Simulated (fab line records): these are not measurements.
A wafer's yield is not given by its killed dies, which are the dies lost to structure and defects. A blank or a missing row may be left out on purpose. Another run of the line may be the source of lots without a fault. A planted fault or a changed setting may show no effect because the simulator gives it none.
What tool caused it? | flow rit_cmos | 14 lots, 42 wafers sampled, at 6 steps of a route of 202

WHAT THE GAUGES READ, wafer by wafer
RIT_FOX2_THK_MEAS_91.
lot  | measured    | on            | FIELD_OXIDE_LEFT_2_THK (nm)
L728 | day 2 08:02 | film_metro-02 | 250 244 257
L729 | day 2 12:30 | film_metro-01 | 262 256 260
L730 | day 2 18:30 | film_metro-04 | 261 260 261
L731 | day 2 23:26 | film_metro-04 | 243 247 246
L733 | day 3 09:19 | film_metro-02 | 255 247 245
L734 | day 3 13:31 | film_metro-04 | 247 252 256
L736 | day 4 00:15 | film_metro-01 | 255 257 255
L740 | day 4 20:29 | film_metro-04 | 265 263 257
L744 | day 5 15:56 | film_metro-04 | 268 267 267
L745 | day 5 20:59 | film_metro-01 | 251 254 249
L746 | day 6 01:56 | film_metro-01 | 255 251 252
L747 | day 6 09:27 | film_metro-01 | 267 264 271
L749 | day 6 19:36 | film_metro-04 | 258 254 263
L750 | day 6 23:55 | film_metro-01 | 251 255 253

RIT_PSD_TW_MEAS_10.
lot  | measured    | on            | PSD_TW
L728 | day 3 00:19 | film_metro-01 | 3397 3397 3379
L729 | day 3 05:23 | film_metro-03 | 3406 3389 3385
L730 | day 3 11:49 | film_metro-03 | 3404 3414 3408
L731 | day 3 16:44 | film_metro-03 | 3405 3414 3408
L733 | day 4 03:08 | film_metro-01 | 3380 3388 3404
L734 | day 4 06:16 | film_metro-02 | 3368 3392 3364
L736 | day 4 17:51 | film_metro-01 | 3378 3364 3375
L740 | day 5 13:41 | film_metro-03 | 3388 3414 3396
L744 | day 6 09:11 | film_metro-02 | 2935 2935 2934
L745 | day 6 14:25 | film_metro-02 | 2941 2906 2930
L746 | day 6 20:58 | film_metro-01 | 3365 3360 3379
L747 | day 7 05:49 | film_metro-01 | 3377 3379 3364
L749 | day 7 13:31 | film_metro-01 | 3375 3391 3393
L750 | day 7 16:13 | film_metro-03 | 3445 3452 3445

RIT_SDANNEAL_RS_MEAS_04: a four-point-probe measurement.
lot  | measured    | on            | PSD_RS (ohm/sq)
L728 | day 3 00:49 | film_metro-01 | 116.1 116.2 116.2
L729 | day 3 05:53 | film_metro-03 | 116.1 116.0 116.3
L730 | day 3 12:19 | film_metro-02 | 115.7 115.5 115.5
L731 | day 3 17:13 | film_metro-02 | 116.4 116.0 116.5
L733 | day 4 03:39 | film_metro-03 | 115.5 115.4 115.6
L734 | day 4 06:44 | film_metro-02 | 116.0 115.5 115.5
L736 | day 4 18:20 | film_metro-01 | 116.2 116.1 116.4
L740 | day 5 14:11 | film_metro-03 | 116.1 116.3 115.7
L744 | day 6 09:41 | film_metro-03 | 131.4 130.9 131.0
L745 | day 6 14:55 | film_metro-02 | 131.3 131.3 130.9
L746 | day 6 21:28 | film_metro-03 | 116.0 115.8 116.2
L747 | day 7 06:19 | film_metro-03 | 115.7 115.6 115.7
L749 | day 7 14:01 | film_metro-03 | 115.4 115.4 115.5
L750 | day 7 16:44 | film_metro-02 | 116.3 116.1 116.2

RIT_SDANNEAL_RS_MEAS_06: a four-point-probe measurement.
lot  | measured    | on            | PLDD_RS (ohm/sq)
L728 | day 3 01:03 | film_metro-01 | 179.5 179.6 179.3
L729 | day 3 06:07 | film_metro-03 | 179.7 178.9 178.4
L730 | day 3 12:33 | film_metro-02 | 178.3 178.0 177.8
L731 | day 3 17:27 | film_metro-02 | 178.4 178.7 179.7
L733 | day 4 03:53 | film_metro-03 | 178.2 178.3 177.9
L734 | day 4 06:59 | film_metro-02 | 178.2 178.1 177.7
L736 | day 4 18:35 | film_metro-01 | 179.1 179.2 178.9
L740 | day 5 14:25 | film_metro-03 | 178.8 179.3 178.3
L744 | day 6 09:55 | film_metro-03 | 179.3 178.4 178.5
L745 | day 6 15:10 | film_metro-02 | 177.9 178.5 178.9
L746 | day 6 21:43 | film_metro-03 | 178.4 178.3 178.3
L747 | day 7 06:34 | film_metro-03 | 177.9 177.2 177.5
L749 | day 7 14:15 | film_metro-03 | 178.0 179.3 178.7
L750 | day 7 16:59 | film_metro-02 | 179.2 178.5 178.9

WHICH TOOL RAN EACH LOT (tool, then ch and the chambers of the sampled wafers, then the start)
lot  | RIT_NLDD_STRIP_09                   | RIT_PSD_IMPLANT_08
L728 | plasma_asher-04 ch 0,1, day 2 17:14 | implanter-03 ch 0, day 3 00:00
L729 | plasma_asher-04 ch 0,1, day 2 22:14 | implanter-02 ch 0, day 3 05:05
L730 | plasma_asher-01 ch 0,1, day 3 04:35 | implanter-01 ch 0, day 3 11:29
L731 | plasma_asher-03 ch 0,1, day 3 09:20 | implanter-02 ch 0, day 3 16:24
L733 | plasma_asher-03 ch 0,1, day 3 19:09 | implanter-02 ch 0, day 4 02:51
L734 | plasma_asher-03 ch 0,1, day 3 22:58 | implanter-01 ch 0, day 4 05:56
L736 | plasma_asher-01 ch 0,1, day 4 10:30 | implanter-03 ch 0, day 4 17:32
L740 | plasma_asher-03 ch 0,1, day 5 06:30 | implanter-01 ch 0, day 5 13:23
L744 | plasma_asher-04 ch 1, day 6 01:59   | implanter-03 ch 0, day 6 08:53
L745 | plasma_asher-04 ch 0,1, day 6 07:20 | implanter-03 ch 0, day 6 14:06
L746 | plasma_asher-01 ch 0,1, day 6 13:54 | implanter-02 ch 0, day 6 20:38
L747 | plasma_asher-03 ch 0,1, day 6 21:31 | implanter-01 ch 0, day 7 05:30
L749 | plasma_asher-01 ch 0,1, day 7 06:26 | implanter-01 ch 0, day 7 13:13
L750 | plasma_asher-03 ch 0,1, day 7 09:02 | implanter-01 ch 0, day 7 15:53
- RIT_NLDD_STRIP_09: strips in O2, time 180 s.
- RIT_PSD_IMPLANT_08

WHAT THE TOOLS THEMSELVES READ (means of the sampled wafers that have a number; where no wafer has one, the mark that the record gives instead)
RIT_NLDD_STRIP_09.
lot  | tool            | drypump_motor_current_A (A)
L728 | plasma_asher-04 | 5.33
L729 | plasma_asher-04 | 5.33
L730 | plasma_asher-01 | 5.33
L731 | plasma_asher-03 | 5.77
L733 | plasma_asher-03 | 5.78
L734 | plasma_asher-03 | 5.59
L736 | plasma_asher-01 | 5.30
L740 | plasma_asher-03 | 5.76
L744 | plasma_asher-04 | 5.26
L745 | plasma_asher-04 | 5.36
L746 | plasma_asher-01 | 5.29
L747 | plasma_asher-03 | 5.59
L749 | plasma_asher-01 | 5.32
L750 | plasma_asher-03 | 5.79

RIT_PSD_IMPLANT_08.
lot  | tool         | beam_on_s (s) | dose_ions_cm2 | end_station_pressure_torr (Torr) | faraday_current_uA
L728 | implanter-03 | 13.1          | 5.005e+15     | 1.45e-05                         | 11769
L729 | implanter-02 | 11.0          | 4.999e+15     | 1.66e-05                         | 13855
L730 | implanter-01 | 12.9          | 5.004e+15     | 1.48e-05                         | 11918
L731 | implanter-02 | 11.1          | 4.994e+15     | 1.67e-05                         | 13671
L733 | implanter-02 | 11.0          | 5.005e+15     | 1.62e-05                         | 13821
L734 | implanter-01 | 12.8          | 5.000e+15     | 1.41e-05                         | 11970
L736 | implanter-03 | 12.9          | 5.002e+15     | 1.41e-05                         | 11944
L740 | implanter-01 | 12.8          | 4.998e+15     | 1.46e-05                         | 12039
L744 | implanter-03 | 10.0          | 1.803e+15     | 9.83e-06                         | 5599
L745 | implanter-03 | 9.7           | 1.798e+15     | 9.60e-06                         | 5756
L746 | implanter-02 | 10.9          | 4.999e+15     | 1.61e-05                         | 13999
L747 | implanter-01 | 12.9          | 5.002e+15     | 1.43e-05                         | 11884
L749 | implanter-01 | 12.5          | 5.001e+15     | 1.49e-05                         | 12280
L750 | implanter-01 | 12.7          | 5.003e+15     | 1.45e-05                         | 12083

THE ANSWER, worked out from the rows above alone
Rule: what is usual is taken from the lots themselves. The widest of any qualifying gaps counts: lots, ordered by their means at a reading, are off when they make up no more than a third of the lots, leave a main group of 4 or more, and stand apart from it by 3 or more times the standard deviation of that group's means. If all means in a main group match to the digits the tables above print for the reading, that group is not used. Also off: a lot with no number at a reading for which 4 or more lots have one. All remaining lots with rows at the step are treated as sound. Order of review: gauges by route order, followed by the tools' own readings, for which a lot's mean as printed above is used. The first step at which some lot is off is used, and at that step the reading that is off furthest; a lot without a number counts as furthest.
Off: L744, L745, at RIT_PSD_TW_MEAS_10 (PSD_TW). Mean 3393 and standard deviation 21 in the main group.
If a tool, at a process step before that reading, ran all the lots that are off and no sound lot after the first of them, it fits. The gauges at RIT_PSD_TW_MEAS_10 aren't tried: what is off there is off at RIT_PSD_IMPLANT_08 too, on other tools, and a gauge's error can't cause that. Can't be told from this: 2 tools fit, plasma_asher-04 at RIT_NLDD_STRIP_09, implanter-03 at RIT_PSD_IMPLANT_08.

WHAT HAD BEEN PUT IN BY THE SIMULATOR
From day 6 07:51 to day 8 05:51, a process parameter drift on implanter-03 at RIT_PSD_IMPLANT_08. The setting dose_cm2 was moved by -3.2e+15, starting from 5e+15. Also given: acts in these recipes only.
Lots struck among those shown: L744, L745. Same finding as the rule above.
